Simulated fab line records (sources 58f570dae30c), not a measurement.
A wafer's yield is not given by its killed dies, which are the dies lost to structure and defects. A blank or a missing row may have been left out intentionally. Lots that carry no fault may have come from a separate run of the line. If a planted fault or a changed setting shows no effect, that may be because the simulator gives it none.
Which tool was responsible? -- flow berkeleyCmos170 -- 42 wafers from 14 lots sampled at 4 of the route's 331 steps

WHAT THE GAUGES READ, wafer by wafer
UCB170_M3_OVL_MEAS_16. Usual: M3_OVL gives 4 nm (standard deviation 4.8).
lot,measured,on,M3_OVL (nm),flag
L344,day 8 17:13,overlay-02,4 1 3,
L345,day 8 16:56,overlay-02,7 1 2,
L347,day 9 11:37,overlay-01,-2 5 0,
L348,day 9 10:54,overlay-02,6 7 6,
L349,day 9 09:43,overlay-01,-4 -4 -5,
L346,day 9 15:28,overlay-02,4 10 4,
L350,day 9 20:38,overlay-02,5 8 -1,
L355,day 10 17:55,overlay-02,2 2 3,
L361,day 11 09:00,overlay-02,5 -1 2,
L358,day 11 10:23,overlay-01,4 10 15,
L360,day 12 01:11,overlay-01,11 9 8,
L364,day 12 01:40,overlay-02,1 9 7,
L366,day 13 00:04,overlay-01,-3 6 3,
L367,day 13 04:44,overlay-01,-1 0 -3,

UCB170_M3_BOW_MEAS_20. Usual: M3_BOW gives 36 um (standard deviation 7.1).
lot,measured,on,M3_BOW (um),flag
L344,day 8 17:46,filmMetro-02,36 37 31,
L345,day 8 17:27,filmMetro-02,35 47 33,
L347,day 9 12:06,filmMetro-02,24 23 26,
L348,day 9 11:23,filmMetro-02,32 41 39,
L349,day 9 10:13,filmMetro-02,40 39 37,
L346,day 9 15:57,filmMetro-03,37 41 42,
L350,day 9 21:08,filmMetro-03,30 36 27,
L355,day 10 18:24,filmMetro-04,28 34 32,
L361,day 11 09:29,filmMetro-02,45 50 36,
L358,day 11 10:54,filmMetro-03,28 26 32,
L360,day 12 01:46,filmMetro-03,41 47 47,
L364,day 12 02:14,filmMetro-03,36 29 31,
L366,day 13 00:34,filmMetro-03,37 36 32,
L367,day 13 05:13,filmMetro-02,34 44 32,

WHICH TOOL RAN EACH LOT (tool, then ch and the chambers of the sampled wafers, then the start)
lot,UCB170_V1_CVD_00,UCB170_V1_STRIP_15
L344,"pecvd-02 ch 0,1,2, day 7 23:55","plasmaAsher-03 ch 1, day 8 04:37"
L345,"pecvd-04 ch 0,1,2, day 7 23:55","plasmaAsher-04 ch 0,1, day 8 04:53"
L347,"pecvd-03 ch 0,2, day 8 22:23","plasmaAsher-02 ch 0,1, day 9 01:49"
L348,"pecvd-04 ch 0,2, day 8 22:23","plasmaAsher-02 ch 0,1, day 9 01:27"
L349,"pecvd-02 ch 0,1,2, day 8 22:23","plasmaAsher-03 ch 0,1, day 9 00:49"
L346,"pecvd-02 ch 0,1,2, day 8 22:32","plasmaAsher-02 ch 0,1, day 9 02:06"
L350,"pecvd-03 ch 0,1,2, day 9 06:19","plasmaAsher-04 ch 0,1, day 9 08:49"
L355,"pecvd-03 ch 1,2, day 10 07:25","plasmaAsher-04 ch 0,1, day 10 09:59"
L361,"pecvd-04 ch 1,2, day 10 18:07","plasmaAsher-04 ch 0,1, day 10 22:51"
L358,"pecvd-04 ch 0,1,2, day 10 18:21","plasmaAsher-02 ch 0,1, day 10 23:33"
L360,"pecvd-02 ch 0,1,2, day 10 20:09","plasmaAsher-03 ch 0,1, day 10 23:41"
L364,"pecvd-04 ch 0,2, day 11 12:06","plasmaAsher-04 ch 0,1, day 11 14:28"
L366,"pecvd-04 ch 0,1,2, day 12 08:54","plasmaAsher-04 ch 0,1, day 12 10:59"
L367,"pecvd-02 ch 0,2, day 12 12:55","plasmaAsher-02 ch 0,1, day 12 16:21"
- UCB170_V1_CVD_00: deposits SiO2 from TEOS/O2, target thk 2000 nm, time 250 s.
- UCB170_V1_STRIP_15: strips in O2.

WHAT THE TOOLS THEMSELVES READ (means of the sampled wafers that have a number; where no wafer has one, the mark that the record gives instead)
UCB170_V1_CVD_00. Usual: heaterPowerW 239 W, standard deviation 50.
lot,tool,heaterPowerW (W),flag
L344,pecvd-02,204,
L345,pecvd-04,217,
L347,pecvd-03,271,
L348,pecvd-04,204,
L349,pecvd-02,221,
L346,pecvd-02,208,
L350,pecvd-03,264,
L355,pecvd-03,265,
L361,pecvd-04,263,
L358,pecvd-04,250,
L360,pecvd-02,198,
L364,pecvd-04,234,
L366,pecvd-04,247,
L367,pecvd-02,173,

UCB170_V1_STRIP_15. Usual: chamberPressureMTorr 3500 mTorr, standard deviation 3.2; drypumpMotorCurrentA 5.9 A, standard deviation 0.46; oesProductAu 0.721 a.u., standard deviation 0.0046; stripTimeToEndpointS 15.37 s, standard deviation 0.13.
lot,tool,chamberPressureMTorr (mTorr),drypumpMotorCurrentA (A),oesProductAu (a.u.),stripTimeToEndpointS (s),flag
L344,plasmaAsher-03,3498,5.6,0.723,15.34,
L345,plasmaAsher-04,3503,6.3,0.724,15.58,
L347,plasmaAsher-02,3503,5.4,0.720,15.24,
L348,plasmaAsher-02,3499,5.3,0.719,15.44,
L349,plasmaAsher-03,3501,6.1,0.727,15.41,
L346,plasmaAsher-02,3501,5.6,0.723,15.26,
L350,plasmaAsher-04,3500,6.1,0.720,15.50,
L355,plasmaAsher-04,3500,6.3,0.721,15.48,
L361,plasmaAsher-04,3500,6.1,0.721,15.39,
L358,plasmaAsher-02,3499,5.7,0.720,15.22,
L360,plasmaAsher-03,3503,5.8,0.728,15.47,
L364,plasmaAsher-04,3501,6.1,0.718,15.29,
L366,plasmaAsher-04,3494,6.3,0.720,15.36,
L367,plasmaAsher-02,3498,5.7,0.726,15.25,

THE ANSWER, worked out from the rows above alone
Rule: a lot is off if the mean of its wafers that have a number lies more than 3 standard deviations from the usual mean. A lot without any number at a reading at which 4 lots or more have one is off too. The other lots that the step has rows for count as sound. The gauges are gone through in route order, then the tools' own readings, and for those a lot's mean is taken as printed above. The first step at which some lot is off is used, and at that step the reading that is off furthest; a lot without a number counts as furthest.
Across all readings shown, no lot is off: no conclusion can be drawn from this.

WHAT THE SIMULATOR HAD INSERTED
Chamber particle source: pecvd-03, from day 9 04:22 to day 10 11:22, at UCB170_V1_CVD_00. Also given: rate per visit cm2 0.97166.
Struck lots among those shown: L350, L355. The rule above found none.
